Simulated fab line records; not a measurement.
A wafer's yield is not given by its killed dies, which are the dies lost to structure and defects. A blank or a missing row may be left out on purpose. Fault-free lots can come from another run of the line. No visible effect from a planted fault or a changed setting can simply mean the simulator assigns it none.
The tool behind it: which one? | flow berkeley-cmos170 | at 1 step of a route of 331, 7 lots with 21 wafers sampled

== WHAT THE GAUGES READ, wafer by wafer ==
UCB170_PLDD_CD_MEAS_06 targets a cd of 1200 nm.
lot  | measured     | on        | cd-nm (nm)
L362 | day 7 20:13  | cd-sem-02 | 1198.8 1199.1 1198.9
L364 | day 8 12:44  | cd-sem-01 | 1196.9 1197.7 1197.9
L367 | day 8 16:17  | cd-sem-02 | 1199.8 1200.7 1200.8
L366 | day 8 16:42  | cd-sem-01 | 1199.3 1199.9 1200.9
L369 | day 9 09:10  | cd-sem-01 | 1200.5 1199.2 1200.5
L380 | day 11 17:38 | cd-sem-01 | 1198.7 1199.5 1199.8
L383 | day 12 04:20 | cd-sem-01 | 1198.6 1199.8 1198.1

== WHICH TOOL RAN EACH LOT (tool, then ch and the chambers of the sampled wafers, then the start) ==
No process step before these readings appears in the record.

== THE ANSWER, worked out from the rows above alone ==
Rule: what is usual is taken from the lots themselves. Put in order of their means at a reading, lots are off if they are a third of the lots or fewer, leave a main group of 4 or more, and stand apart from it by a gap of 3 or more times the standard deviation of the main group's means; of several such gaps the widest counts. The tables above print the reading to a certain number of digits; a main group whose means all agree to those digits is not used. Also off: a lot with no number at a reading for which 4 or more lots have one. The other lots that the step has rows for count as sound.
Across all readings shown, no lot is off: no conclusion can be drawn from this.

== WHAT THE SIMULATOR HAD PUT IN ==
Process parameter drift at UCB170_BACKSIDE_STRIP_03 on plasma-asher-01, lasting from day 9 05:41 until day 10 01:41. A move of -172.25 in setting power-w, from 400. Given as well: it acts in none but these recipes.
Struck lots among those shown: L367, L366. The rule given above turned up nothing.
